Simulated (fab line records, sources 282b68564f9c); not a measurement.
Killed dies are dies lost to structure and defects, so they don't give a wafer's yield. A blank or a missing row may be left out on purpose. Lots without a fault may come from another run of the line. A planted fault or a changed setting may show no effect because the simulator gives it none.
fab line records | flow rit_cmos
record lots=6 wafers=18 last_day=7
route steps=202 shown NWELL@38 PWELL@39 WELLDRIVE@50 NRETRO@53 M1@202
lots that met no fault: from a run of the same line without faults
start_h: hours from the record's first day to the start of the lot's first wafer shown | wait_h: hours since the lot's step before | " the same as in the row above | L1.1+2: a row that stands for several wafers | - no value, or no start given | * or withheld: withheld | < > ~ a bound
route shown NAME@n: a module of which the file shows steps, and the number in the route of the first | usual: mean/standard deviation of fault-free wafers | same: alike in all rows | chamber/n: place in a boat | sites: the reading at each site | _std_site: their standard deviation | _edge_site: outer sites' mean less inner sites' | radius_mm: how far each site lies from the wafer's centre | mask NAME#n: copy n | behind: the tool/chamber that last shaped the wafer | hold: why the lot was held/for how many hours/how that ended | device: the transistor (n, p or np) that didn't switch | end of line: the same wafers' tests at the end of the route | a step without rows: its recipe alone | killed: dies lost to structure and defects at the first sort, not the wafer's yield | map: a wafer's dies, x killed, . not, _ none there
set.NAME: the setting as run; set.NAME@STEP: as run at that earlier step | model.NAME: the simulator's own value behind a step, which no gauge read
lots at some steps of the route; a table a step, a row a wafer
services: from which hour (start_h, from the record's first day; less than 0 if before it) a tool's chamber was out of use, for how many hours, and why
## steps
# step RIT_NWELL_TW_MEAS_10
# usual NWELL_TW=2152/17
# columns lot.wafer tool chamber start_h wait_h NWELL_TW
L928.1 film_metro-02 - 31.06 0.1 2174
L928.2 " - " " 2170
L928.6 " - " " 2176
L931.3 film_metro-02 - 46.82 0.1 2162
L931.4 " - " " 2175
L931.5 " - " " 2173
L937.1 film_metro-04 - 77.43 0.1 2133
L937.2 " - " " 2130
L937.3 " - " " 2127
L939.1 film_metro-02 - 87.36 0.1 2175
L939.3 " - " " 2176
L939.4 " - " " 2181
L940.1 film_metro-01 - 91.06 0.1 2164
L940.2 " - " " 2162
L940.6 " - " " 2172
L949.4 film_metro-02 - 138.62 0.1 2162
L949.5 " - " " 2157
L949.6 " - " " 2154
# step RIT_PWELL_HMDS_00
# recipe prime_time_s=60 prime_temp_c=140
# step RIT_PWELL_COAT_01
# recipe resist=NOVOLAK spin_rpm=2000 resist_thk_nm=1300
# step RIT_PWELL_SOFTBAKE_02
# recipe resist=NOVOLAK temp_c=90 time_s=60
# step RIT_PWELL_EXPOSE_03
# recipe mask_id=M3 na=0.57 target_cd_nm=43700 dose_mj=250
# step RIT_PWELL_PEB_04
# recipe resist=NOVOLAK temp_c=withheld time_s=withheld
# step RIT_PWELL_DEVELOP_05
# recipe resist=NOVOLAK develop_time_s=68 dev_temp_c=23
# step RIT_PWELL_OVL_MEAS_06
# usual PWELL_OVL=1.2/1.7
# columns lot.wafer tool chamber start_h wait_h PWELL_OVL[nm]
L928.1 overlay-01 - 32.12 - 1.0
L928.2 " - " " 0.3
L928.6 " - " " 0.2
L931.3 overlay-01 - 47.88 - 2.0
L931.4 " - " " 2.0
L931.5 " - " " 2.3
L937.1 overlay-01 - 78.37 - 3.0
L937.2 " - " " 3.8
L937.3 " - " " 1.7
L939.1 overlay-02 - 88.30 - 1.0
L939.3 " - " " 2.7
L939.4 " - " " 2.6
L940.1 overlay-01 - 92.00 - 5.8
L940.2 " - " " 2.3
L940.6 " - " " 3.3
L949.4 overlay-01 - 139.74 - 2.3
L949.5 " - " " 3.4
L949.6 " - " " 3.8
# step RIT_PWELL_HARDBAKE_07
# recipe resist=NOVOLAK temp_c=140 time_s=120
# step RIT_PWELL_IMPLANT_08
# recipe species=B energy_kev=170 dose_cm2=7e+13 tilt_deg=7
# step RIT_PWELL_STRIP_09
# recipe chemistry=O2 time_s=180 resist=NOVOLAK platen_temp_c=withheld power_w=500 pressure_mtorr=4000 o2_flow_sccm=4000
# usual drypump_motor_current_A=5.7/0.35
# columns lot.wafer tool chamber start_h wait_h drypump_motor_current_A rf_hours_counter_h
L928.1 plasma_asher-02 0 32.56 0.1 6.2 22
L928.2 " 1 " " 6.0 22
L928.6 " 1 " " 6.0 -
L931.3 plasma_asher-02 0 48.36 0.1 6.3 -
L931.4 " 1 " " 6.0 -
L931.5 " 1 " " 6.0 -
L937.1 plasma_asher-02 0 78.81 0.1 6.3 27
L937.2 " 1 " " 6.0 27
L937.3 " 0 " " 6.3 -
L939.1 plasma_asher-02 1 88.74 0.1 6.0 28
L939.3 " 1 " " 6.0 -
L939.4 " 0 " " 6.2 -
L940.1 plasma_asher-02 1 92.43 0.1 6.0 29
L940.2 " 0 " " 6.2 29
L940.6 " 1 " " 5.9 -
L949.4 plasma_asher-04 1 140.21 0.1 5.5 -
L949.5 " 0 " " 5.9 -
L949.6 " 1 " " 5.5 -
# step RIT_PWELL_TW_MEAS_10
# usual PWELL_TW=956/6.9
# columns lot.wafer tool chamber start_h wait_h PWELL_TW
L928.1 film_metro-04 - 32.74 0.1 946
L928.2 " - " " 942
L928.6 " - " " 947
L931.3 film_metro-04 - 48.50 0.1 951
L931.4 " - " " 949
L931.5 " - " " 951
L937.1 film_metro-04 - 78.98 0.1 949
L937.2 " - " " 948
L937.3 " - " " 953
L939.1 film_metro-02 - 88.91 0.1 960
L939.3 " - " " 959
L939.4 " - " " 960
L940.1 film_metro-04 - 92.61 0.1 953
L940.2 " - " " 949
L940.6 " - " " 950
L949.4 film_metro-02 - 140.36 0.1 957
L949.5 " - " " 960
L949.6 " - " " 959
# step RIT_WELLDRIVE_ANNEAL_00
# recipe temp_c=1100 time_s=14700 ambient=N2
# usual run_length_s=18261/11 spike_tc_centre_C=1103.1/1.2 zone_power_load_pct=39.6/2.9
# columns lot.wafer tool chamber start_h wait_h run_length_s spike_tc_centre_C zone_power_load_pct
L928.1 furnace-03 0 32.80 0.1 18276 1100.9 42.2
L928.2 " 0 " " 18276 1100.9 42.2
L928.6 " 0 " " 18276 1102.9 41.3
L931.3 furnace-04 0 49.01 0.5 18251 1102.2 36.8
L931.4 " 0 " " 18251 1103.3 36.8
L931.5 " 0 " " 18251 1102.1 37.2
L937.1 furnace-04 0 79.04 0.1 23403 1103.0 36.5
L937.2 " 0 " " 23403 1103.1 36.9
L937.3 " 0 " " 23403 1103.0 36.2
L939.1 furnace-02 0 89.02 0.1 18257 1102.7 42.7
L939.3 " 0 " " 18257 1103.1 42.6
L939.4 " 0 " " 18257 1102.4 43.0
L940.1 furnace-04 0 92.67 0.1 23403 1103.4 36.9
L940.2 " 0 " " 23403 1102.0 36.2
L940.6 " 0 " " 23403 1102.2 36.7
L949.4 furnace-02 0 140.47 0.1 18258 1104.7 42.3
L949.5 " 0 " " 18258 1102.0 42.9
L949.6 " 0 " " 18258 1103.0 43.0
# step RIT_WELLDRIVE_RS_MEAS_01
# recipe thk_meas_gauge=four-point-probe
# usual NWELL_RS=275.3/0.85
# columns lot.wafer tool chamber start_h wait_h NWELL_RS[ohm/sq]
L928.1 film_metro-02 - 37.88 0.0 274.7
L928.2 " - " " 274.4
L928.6 " - " " 275.0
L931.3 film_metro-02 - 54.14 0.0 275.5
L931.4 " - " " 275.0
L931.5 " - " " 275.0
L937.1 film_metro-01 - 84.12 0.0 262.1
L937.2 " - " " 261.9
L937.3 " - " " 261.9
L939.1 film_metro-02 - 94.11 0.0 274.7
L939.3 " - " " 275.2
L939.4 " - " " 274.7
L940.1 film_metro-02 - 97.75 0.0 259.4
L940.2 " - " " 260.6
L940.6 " - " " 260.1
L949.4 film_metro-02 - 145.61 0.1 275.3
L949.5 " - " " 277.2
L949.6 " - " " 276.8
# step RIT_WELLDRIVE_RS_MEAS_02
# recipe thk_meas_gauge=four-point-probe
# usual PWELL_RS=429.7/1.1
# columns lot.wafer tool chamber start_h wait_h PWELL_RS[ohm/sq]
L928.1 film_metro-02 - 38.00 0.1 431.4
L928.2 " - " " 431.7
L928.6 " - " " 430.4
L931.3 film_metro-02 - 54.26 0.1 430.2
L931.4 " - " " 428.6
L931.5 " - " " 430.5
L937.1 film_metro-01 - 84.24 0.1 412.9
L937.2 " - " " 412.5
L937.3 " - " " 412.8
L939.1 film_metro-02 - 94.23 0.1 431.1
L939.3 " - " " 429.4
L939.4 " - " " 430.1
L940.1 film_metro-02 - 97.87 0.1 414.7
L940.2 " - " " 413.6
L940.6 " - " " 413.4
L949.4 film_metro-02 - 145.73 0.1 430.2
L949.5 " - " " 429.9
L949.6 " - " " 429.2
# step RIT_NRETRO_HMDS_00
# recipe prime_time_s=60 prime_temp_c=140
# step RIT_M1_PROBE_99
# usual killed_at_front_end=7/3 killed_dies=7/3.1 killed_open=3.4/2.1 killed_short=3.2/1.9
# same gross_dies=264 killed_at_M0_to_M3=0 killed_at_M4_up=0 killed_at_back_side=0 killed_at_contacts=0 killed_at_other=0
# columns lot.wafer tool chamber start_h wait_h killed_at_front_end killed_dies killed_open killed_short model.etest.nwell_pinched.rs_ohm_sq model.etest.pwell_pinched.rs_ohm_sq model.etest.pwell.rs_ohm_sq model.etest.field_n.vt_v model.etest.iso_nwell_nwell.bv_v model.etest.field_p.vt_v model.etest.diode_pplus_nwell.bv_v model.etest.diode_nplus_pwell.bv_v
L928.1 prober-01 - 68.92 0.1 2 2 1 1 331.8 451.9 411.8 34.08 21.88 -12.96 6.418 5.899
L928.2 prober-01 - 68.97 0.1 6 6 2 4 332.5 458.7 417.3 34.84 22.26 -12.86 6.44 5.873
L928.6 prober-01 - 69.17 0.2 4 4 1 3 335.5 457.3 417.3 34.44 21.81 -12.88 6.527 5.859
L931.3 prober-01 - 82.22 0.2 6 6 3 3 335.2 454 414.4 33.82 22.1 -12.9 6.627 5.928
L931.4 prober-01 - 82.27 0.2 4 4 3 1 335 452.7 407.1 33.05 21.47 -12.99 6.65 5.934
L931.5 prober-01 - 82.32 0.2 3 3 1 2 337.3 455.1 407.2 32.28 21.93 -13.06 6.671 5.965
L937.1 prober-01 - 114.97 0.1 9 9 1 8 312.8 436.7 400.1 31.85 22.7 -13.3 6.783 6.158
L937.2 prober-01 - 115.02 0.1 2 2 2 0 316.6 437.4 393.8 32.99 23.08 -13.29 6.869 6.161
L937.3 prober-01 - 115.07 0.2 8 8 6 2 317.3 430.5 389.8 33.15 23.11 -13.38 6.787 6.134
L939.1 prober-01 - 123.58 0.1 6 6 4 2 338.9 457.3 413.6 33.8 22 -12.48 6.596 5.98
L939.3 prober-01 - 123.68 0.2 14 14 10 4 339.4 464.9 415 34.26 22.1 -12.47 6.657 6.027
L939.4 prober-01 - 123.73 0.2 7 7 3 4 334.7 459.7 414.4 33.32 22.25 -12.39 6.588 6.026
L940.1 prober-02 - 127.24 0.1 6 6 4 2 309.6 438.9 401.6 32.65 22.77 -13.82 6.905 6.053
L940.2 prober-02 - 127.29 0.1 3 3 1 2 314.4 439.6 398.9 31.7 22.69 -13.79 6.927 6.07
L940.6 prober-02 - 127.49 0.2 3 3 1 2 312.5 436.9 398.4 31.68 22.66 -13.8 6.952 6.097
L949.4 prober-01 - 175.24 0.2 7 7 3 4 335.5 459.8 415.6 35.15 22.08 -12.59 6.447 5.944
L949.5 prober-01 - 175.29 0.2 6 6 4 2 338.8 462.6 415.5 33.96 22.17 -12.5 6.492 5.98
L949.6 prober-01 - 175.34 0.2 3 3 1 2 341.7 460.4 412.1 34.55 22.05 -12.54 6.482 5.933
# killed by level:class
L928.1 GATE:geometric_particle:open=1 SILICIDE:geometric_particle:short=1
L928.2 REOX:geometric_particle:short=2 FOX2:geometric_particle:short=1 FOX2:geometric_particle:open=1 GATE:geometric_particle:open=1 GATE:geometric_particle:short=1
L928.6 GATE:geometric_particle:short=2 FOX2:geometric_particle:short=1 GATE:geometric_particle:open=1
L931.3 GATE:geometric_particle:short=2 FOX1:geometric_particle:short=1 FOX1:geometric_particle:open=1 FOX2:geometric_particle:open=1 REOX:geometric_particle:open=1
L931.4 FOX1:geometric_particle:open=1 GATE:geometric_particle:open=1 GATE:geometric_particle:short=1 SILICIDE:geometric_particle:open=1
L931.5 GATE:geometric_particle:open=1 GATE:geometric_particle:short=1 REOX:geometric_particle:short=1
L937.1 FOX1:geometric_particle:short=4 REOX:geometric_particle:short=2 FOX2:geometric_particle:short=1 REOX:geometric_particle:open=1 SILICIDE:geometric_particle:short=1
L937.2 GATE:geometric_particle:open=1 SILICIDE:geometric_particle:open=1
L937.3 SPACER:geometric_particle:open=2 FOX2:geometric_particle:open=1 GATE:geometric_particle:open=1 REOX:geometric_particle:short=1 REOX:geometric_particle:open=1 SILICIDE:geometric_particle:open=1 SILICIDE:geometric_particle:short=1
L939.1 GATE:geometric_particle:open=3 GATE:geometric_particle:short=1 REOX:geometric_particle:short=1 REOX:geometric_particle:open=1
L939.3 REOX:geometric_particle:open=5 GATE:geometric_particle:open=3 SILICIDE:geometric_particle:open=2 FOX1:geometric_particle:short=1 GATE:geometric_particle:short=1 REOX:geometric_particle:short=1 SILICIDE:geometric_particle:short=1
L939.4 FOX1:geometric_particle:short=2 GATE:geometric_particle:open=2 GATE:geometric_particle:short=1 REOX:geometric_particle:short=1 SILICIDE:geometric_particle:open=1
L940.1 SPACER:geometric_particle:open=2 SILICIDE:geometric_particle:open=2 GATE:geometric_particle:short=1 REOX:geometric_particle:short=1
L940.2 FOX2:geometric_particle:short=1 GATE:geometric_particle:open=1 REOX:geometric_particle:short=1
L940.6 GATE:geometric_particle:short=1 SPACER:geometric_particle:open=1 SILICIDE:geometric_particle:short=1
L949.4 FOX1:geometric_particle:open=1 FOX2:geometric_particle:short=1 GATE:geometric_particle:open=1 GATE:geometric_particle:short=1 REOX:geometric_particle:open=1 SPACER:geometric_particle:short=1 SILICIDE:geometric_particle:short=1
L949.5 FOX2:geometric_particle:open=2 GATE:geometric_particle:short=2 GATE:geometric_particle:open=1 SPACER:geometric_particle:open=1
L949.6 FOX2:geometric_particle:short=1 SPACER:geometric_particle:open=1 SPACER:geometric_particle:short=1
## services
# columns tool chamber start_h hours kind
furnace-02 - 10.57 3.2 pm
plasma_asher-04 - 71.49 0.9 repair
furnace-03 - 131.14 3.7 pm
furnace-03 - 139.86 2.1 pm
## key
first_sign step=RIT_WELLDRIVE_ANNEAL_00 reading=run_length_s direction=up sigmas=99+ usual=* struck=*
effect step=RIT_WELLDRIVE_RS_MEAS_01 reading=NWELL_RS direction=down sigmas=17 usual=275.3 struck=261.0
effect step=RIT_WELLDRIVE_RS_MEAS_02 reading=PWELL_RS direction=down sigmas=15 usual=429.7 struck=413.3
model_effect step=RIT_M1_PROBE_99 value=etest.nwell_pinched.rs_ohm_sq without=338.3 struck=313.9
met_at RIT_WELLDRIVE_ANNEAL_00
struck_wafers L937.1,L937.2,L937.3,L940.1,L940.2,L940.6
tester_left_out L937,L940
onset_between 49.01 79.04
fault kind=process_parameter_drift tool=furnace-04 chamber=- onset_h=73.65 steps=RIT_WELLDRIVE_ANNEAL_00 channel=time_s offset=* shape=step end_h=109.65 acts_in=* stated=*
# tester_left_out: of these lots the tester's yield and bins aren't shown, on N5 and GAA mostly nor the transistor test; their killed dies are dies lost to structure and defects alone, not to doping, threshold or leakage, so they don't give the yield
